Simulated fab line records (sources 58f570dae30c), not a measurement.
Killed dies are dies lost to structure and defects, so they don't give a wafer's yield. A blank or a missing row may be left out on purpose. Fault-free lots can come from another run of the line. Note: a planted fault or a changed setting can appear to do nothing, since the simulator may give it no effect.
Split-lot study || flow berkeleyCmos170 || route with 331 steps; 5 lots, 23 wafers read

== SPLIT DETAILS ==
At UCB170_NSD_IMPLANT_08, the setting doseCm2 was moved away from the recipe's 3e+15 on 11 of the 23 wafers read, by -5.5% to +6.0%. The other wafers ran this setting at the recipe's value.

== FROM THE SPLIT TO THE READING: what the file shows between them, 6 steps ==
- UCB170_NSD_STRIP_09: strips in O2
- UCB170_BACKSIDE_STRIP_03: strips in O2 (also split here: powerW)
- UCB170_BACKSIDE_CLEAN_04: cleans in SPM, time 600 s
- UCB170_SDANNEAL_RTA_00: time 10 s
- UCB170_SDANNEAL_RTA_01: time 5 s
- UCB170_SDANNEAL_RS_MEAS_02: measures by four-point-probe

== THE READING ==
Measured at UCB170_SDANNEAL_RS_MEAS_03 by four-point probe: NSD_RS, in ohm/sq. Typical for fault-free wafers on this fab line: 37.23 ohm/sq, with standard deviation 0.075 ohm/sq.

{"wafer": "L075.1", "tool, chamber at the split": "implanter-01, 0", "doseCm2 as run": 2.834e+15, "against the recipe": "-5.5%", "NSD_RS, ohm/sq": 38.38, "against lot-mates on the recipe": "+1.13"}
{"wafer": "L075.2", "tool, chamber at the split": "implanter-01, 0", "doseCm2 as run": 2.834e+15, "against the recipe": "-5.5%", "NSD_RS, ohm/sq": 38.33, "against lot-mates on the recipe": "+1.08"}
{"wafer": "L075.4", "tool, chamber at the split": "implanter-01, 0", "doseCm2 as run": 2.834e+15, "against the recipe": "-5.5%", "NSD_RS, ohm/sq": 38.29, "against lot-mates on the recipe": "+1.04"}
{"wafer": "L075.5", "tool, chamber at the split": "implanter-01, 0", "doseCm2 as run": 3e+15, "against the recipe": "recipe", "NSD_RS, ohm/sq": 37.20, "against lot-mates on the recipe": "-"}
{"wafer": "L075.6", "tool, chamber at the split": "implanter-01, 0", "doseCm2 as run": 3e+15, "against the recipe": "recipe", "NSD_RS, ohm/sq": 37.30, "against lot-mates on the recipe": "-"}
{"wafer": "L080.1", "tool, chamber at the split": "implanter-01, 0", "doseCm2 as run": 3.086e+15, "against the recipe": "+2.9%", "NSD_RS, ohm/sq": 36.74, "against lot-mates on the recipe": -0.42}
{"wafer": "L080.2", "tool, chamber at the split": "implanter-01, 0", "doseCm2 as run": 3e+15, "against the recipe": "recipe", "NSD_RS, ohm/sq": 37.17, "against lot-mates on the recipe": "-"}
{"wafer": "L080.4", "tool, chamber at the split": "implanter-01, 0", "doseCm2 as run": 3.086e+15, "against the recipe": "+2.9%", "NSD_RS, ohm/sq": 36.70, "against lot-mates on the recipe": -0.46}
{"wafer": "L080.5", "tool, chamber at the split": "implanter-01, 0", "doseCm2 as run": 3.086e+15, "against the recipe": "+2.9%", "NSD_RS, ohm/sq": 36.63, "against lot-mates on the recipe": -0.53}
{"wafer": "L080.6", "tool, chamber at the split": "implanter-01, 0", "doseCm2 as run": 3e+15, "against the recipe": "recipe", "NSD_RS, ohm/sq": 37.16, "against lot-mates on the recipe": "-"}
{"wafer": "L081.1", "tool, chamber at the split": "implanter-04, 0", "doseCm2 as run": 2.929e+15, "against the recipe": "-2.4%", "NSD_RS, ohm/sq": 37.76, "against lot-mates on the recipe": "+0.46"}
{"wafer": "L081.2", "tool, chamber at the split": "implanter-04, 0", "doseCm2 as run": 3e+15, "against the recipe": "recipe", "NSD_RS, ohm/sq": 37.34, "against lot-mates on the recipe": "-"}
{"wafer": "L081.3", "tool, chamber at the split": "implanter-04, 0", "doseCm2 as run": 2.929e+15, "against the recipe": "-2.4%", "NSD_RS, ohm/sq": 37.74, "against lot-mates on the recipe": "+0.44"}
{"wafer": "L081.4", "tool, chamber at the split": "implanter-04, 0", "doseCm2 as run": 3e+15, "against the recipe": "recipe", "NSD_RS, ohm/sq": 37.25, "against lot-mates on the recipe": "-"}
{"wafer": "L081.5", "tool, chamber at the split": "implanter-04, 0", "doseCm2 as run": 3e+15, "against the recipe": "recipe", "NSD_RS, ohm/sq": 37.32, "against lot-mates on the recipe": "-"}
{"wafer": "L083.3", "tool, chamber at the split": "implanter-03, 0", "doseCm2 as run": 3e+15, "against the recipe": "recipe", "NSD_RS, ohm/sq": 37.13, "against lot-mates on the recipe": "-"}
{"wafer": "L083.4", "tool, chamber at the split": "implanter-03, 0", "doseCm2 as run": 3e+15, "against the recipe": "recipe", "NSD_RS, ohm/sq": 37.26, "against lot-mates on the recipe": "-"}
{"wafer": "L083.5", "tool, chamber at the split": "implanter-03, 0", "doseCm2 as run": 3e+15, "against the recipe": "recipe", "NSD_RS, ohm/sq": 37.11, "against lot-mates on the recipe": "-"}
{"wafer": "L085.1", "tool, chamber at the split": "implanter-04, 0", "doseCm2 as run": 3.18e+15, "against the recipe": "+6.0%", "NSD_RS, ohm/sq": 36.22, "against lot-mates on the recipe": -0.94}
{"wafer": "L085.3", "tool, chamber at the split": "implanter-04, 0", "doseCm2 as run": 3.18e+15, "against the recipe": "+6.0%", "NSD_RS, ohm/sq": 36.15, "against lot-mates on the recipe": -1.01}
{"wafer": "L085.4", "tool, chamber at the split": "implanter-04, 0", "doseCm2 as run": 3e+15, "against the recipe": "recipe", "NSD_RS, ohm/sq": 37.23, "against lot-mates on the recipe": "-"}
{"wafer": "L085.5", "tool, chamber at the split": "implanter-04, 0", "doseCm2 as run": 3.18e+15, "against the recipe": "+6.0%", "NSD_RS, ohm/sq": 36.24, "against lot-mates on the recipe": -0.91}
{"wafer": "L085.6", "tool, chamber at the split": "implanter-04, 0", "doseCm2 as run": 3e+15, "against the recipe": "recipe", "NSD_RS, ohm/sq": 37.08, "against lot-mates on the recipe": "-"}

THE FIT
A straight line over all 23 wafers: NSD_RS changes by -0.187 ohm/sq for each +1% of doseCm2; r = -0.99; the points scatter about the line by 0.083 ohm/sq.
The same after taking each lot's own level away (the mean of its wafers on the recipe; 23 wafers): -0.176 ohm/sq for each +1%; r = -0.99; scatter 0.067 ohm/sq.
The reading moves by 1.1 ohm/sq for the largest change in doseCm2, on that fit.
Measured against the standard deviation above, the lots' own levels, which go from 37.155 to 37.303 ohm/sq, span 2.0 times it.
The two slopes agree, so the slope changes little with the lot-to-lot level.
Check: with one of the wafers moved furthest among these (+6.0%) left out of the fit, the line predicts -1.04 ohm/sq for it against its lot-mates. Against them it came out at -0.935 ohm/sq.

== OTHER SPLITS ON THESE WAFERS ==
Other splits were also applied to these wafers ahead of the reading. Each is held against what the fit with the lots' levels taken away leaves over:
{"other split on the same wafers": "UCB170_PSD_IMPLANT_08 doseCm2", "wafers away from the commonest value": 12, "r with NSD_RS (lot level and that fit taken away)": -0.22}
{"other split on the same wafers": "UCB170_BACKSIDE_STRIP_03 powerW", "wafers away from the commonest value": 5, "r with NSD_RS (lot level and that fit taken away)": -0.05}

== THE WHOLE CHAIN: every reading that the file lists as answering this split, in the file's order ==
{"step": "UCB170_NSD_STRIP_09", "what it does": "strips in O2", "reading": "stripTimeToEndpointS", "change (the file's fit)": "withheld for each +1% of the setting", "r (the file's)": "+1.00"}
{"step": "UCB170_SDANNEAL_RS_MEAS_03", "what it does": "measures by four-point-probe", "reading": "NSD_RS", "change (the file's fit)": "-0.176 for each +1% of the setting", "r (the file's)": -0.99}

== FILE'S OWN FIT ==
NSD_RS changes by -0.176 ohm/sq for each +1% of doseCm2, r = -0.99.
